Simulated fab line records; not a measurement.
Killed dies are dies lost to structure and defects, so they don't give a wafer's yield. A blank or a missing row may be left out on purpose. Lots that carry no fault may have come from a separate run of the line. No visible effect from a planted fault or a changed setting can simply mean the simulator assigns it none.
Check of tool commonality :: flow berkeley_cmos170 :: Sampled: 15 lots, 48 wafers

## REASON IT WAS OPENED
Of 15 lots, 3 have the reading NLDD_TW flagged at UCB170_NLDD_TW_MEAS_11. Fault-free wafers read 2214, with a standard deviation of 21.
Rule: a lot gets a flag if all its wafers with a number sit over 4 standard deviations from that mean, or if no wafer of it has a number. The other lots count as sound.

lot: L781
measured: day 7 09:38
on: film_metro-01
NLDD_TW, wafer by wafer: 2197 2171 2187
flag: 

lot: L784
measured: day 7 18:02
on: film_metro-04
NLDD_TW, wafer by wafer: 2242 2260 2247
flag: 

lot: L783
measured: day 7 18:19
on: film_metro-01
NLDD_TW, wafer by wafer: 2182 2189 2189
flag: 

lot: L782
measured: day 7 18:37
on: film_metro-04
NLDD_TW, wafer by wafer: 2245 2246 2250
flag: 

lot: L789
measured: day 8 20:10
on: film_metro-02
NLDD_TW, wafer by wafer: 2193 2205 2198
flag: 

lot: L786
measured: day 8 20:35
on: film_metro-04
NLDD_TW, wafer by wafer: 2246 2232 2239
flag: 

lot: L787
measured: day 8 20:48
on: film_metro-04
NLDD_TW, wafer by wafer: 2482 2470 2477 2476
flag: FLAGGED

lot: L794
measured: day 10 03:06
on: film_metro-01
NLDD_TW, wafer by wafer: 2206 2209 2210
flag: 

lot: L795
measured: day 10 03:44
on: film_metro-02
NLDD_TW, wafer by wafer: 2444 2438 2446 2442
flag: FLAGGED

lot: L797
measured: day 10 17:28
on: film_metro-04
NLDD_TW, wafer by wafer: 2229 2240 2215
flag: 

lot: L796
measured: day 10 18:40
on: film_metro-01
NLDD_TW, wafer by wafer: 2446 2455 2438 2446
flag: FLAGGED

lot: L801
measured: day 11 20:37
on: film_metro-04
NLDD_TW, wafer by wafer: 2231 2248 2243
flag: 

lot: L799
measured: day 11 20:46
on: film_metro-01
NLDD_TW, wafer by wafer: 2193 2196 2190
flag: 

lot: L800
measured: day 11 21:04
on: film_metro-04
NLDD_TW, wafer by wafer: 2230 2238 2237
flag: 

lot: L802
measured: day 11 21:10
on: film_metro-01
NLDD_TW, wafer by wafer: 2204 2207 2215
flag: 
On average the flagged lots' numbers are 2455, which is +241 against the usual, or +11 standard deviations.

## TOOL THAT RAN EACH LOT
The record holds 1 process step before the reading, out of a route of 331 steps. In each cell: the tool, then ch and the chambers that the sampled wafers went through, then the start.
lot: L781
flag: 
UCB170_NLDD_IMPLANT_09: implanter-03 ch 0, day 7 09:24

lot: L784
flag: 
UCB170_NLDD_IMPLANT_09: implanter-02 ch 0, day 7 17:49

lot: L783
flag: 
UCB170_NLDD_IMPLANT_09: implanter-02 ch 0, day 7 18:04

lot: L782
flag: 
UCB170_NLDD_IMPLANT_09: implanter-02 ch 0, day 7 18:23

lot: L789
flag: 
UCB170_NLDD_IMPLANT_09: implanter-03 ch 0, day 8 19:55

lot: L786
flag: 
UCB170_NLDD_IMPLANT_09: implanter-03 ch 0, day 8 20:21

lot: L787
flag: FLAGGED
UCB170_NLDD_IMPLANT_09: implanter-02 ch 0, day 8 20:11

lot: L794
flag: 
UCB170_NLDD_IMPLANT_09: implanter-04 ch 0, day 10 02:52

lot: L795
flag: FLAGGED
UCB170_NLDD_IMPLANT_09: implanter-02 ch 0, day 10 03:02

lot: L797
flag: 
UCB170_NLDD_IMPLANT_09: implanter-02 ch 0, day 10 17:15

lot: L796
flag: FLAGGED
UCB170_NLDD_IMPLANT_09: implanter-03 ch 0, day 10 17:56

lot: L801
flag: 
UCB170_NLDD_IMPLANT_09: implanter-02 ch 0, day 11 20:22

lot: L799
flag: 
UCB170_NLDD_IMPLANT_09: implanter-04 ch 0, day 11 20:31

lot: L800
flag: 
UCB170_NLDD_IMPLANT_09: implanter-03 ch 0, day 11 20:49

lot: L802
flag: 
UCB170_NLDD_IMPLANT_09: implanter-02 ch 0, day 11 20:55
These steps, and what they do:
- UCB170_NLDD_IMPLANT_09
- UCB170_NLDD_TW_MEAS_11

## FLAGGED AGAINST TOTAL, ONE TOOL AT A TIME (gauges that did the reading follow at the end)
step: UCB170_NLDD_IMPLANT_09
tool: implanter-02
lots run: 8
flagged: 2
share of the flagged lots: some
sound lots run after its first flagged lot: 3 (L797,L801,L802)

step: UCB170_NLDD_IMPLANT_09
tool: implanter-03
lots run: 5
flagged: 1
share of the flagged lots: some
sound lots run after its first flagged lot: 1 (L800)

step: UCB170_NLDD_IMPLANT_09
tool: implanter-04
lots run: 2
flagged: 0
share of the flagged lots: none
sound lots run after its first flagged lot: -

step: UCB170_NLDD_TW_MEAS_11
tool: film_metro-01
lots run: 6
flagged: 1
share of the flagged lots: some
sound lots run after its first flagged lot: 2 (L799,L802)

step: UCB170_NLDD_TW_MEAS_11
tool: film_metro-02
lots run: 2
flagged: 1
share of the flagged lots: some
sound lots run after its first flagged lot: 0

step: UCB170_NLDD_TW_MEAS_11
tool: film_metro-04
lots run: 7
flagged: 1
share of the flagged lots: some
sound lots run after its first flagged lot: 3 (L797,L801,L800)

## WHAT IS ALLOWED BY THE TABLE
No row of the table ran every flagged lot.

## WHAT THE SIMULATOR HAD PUT IN
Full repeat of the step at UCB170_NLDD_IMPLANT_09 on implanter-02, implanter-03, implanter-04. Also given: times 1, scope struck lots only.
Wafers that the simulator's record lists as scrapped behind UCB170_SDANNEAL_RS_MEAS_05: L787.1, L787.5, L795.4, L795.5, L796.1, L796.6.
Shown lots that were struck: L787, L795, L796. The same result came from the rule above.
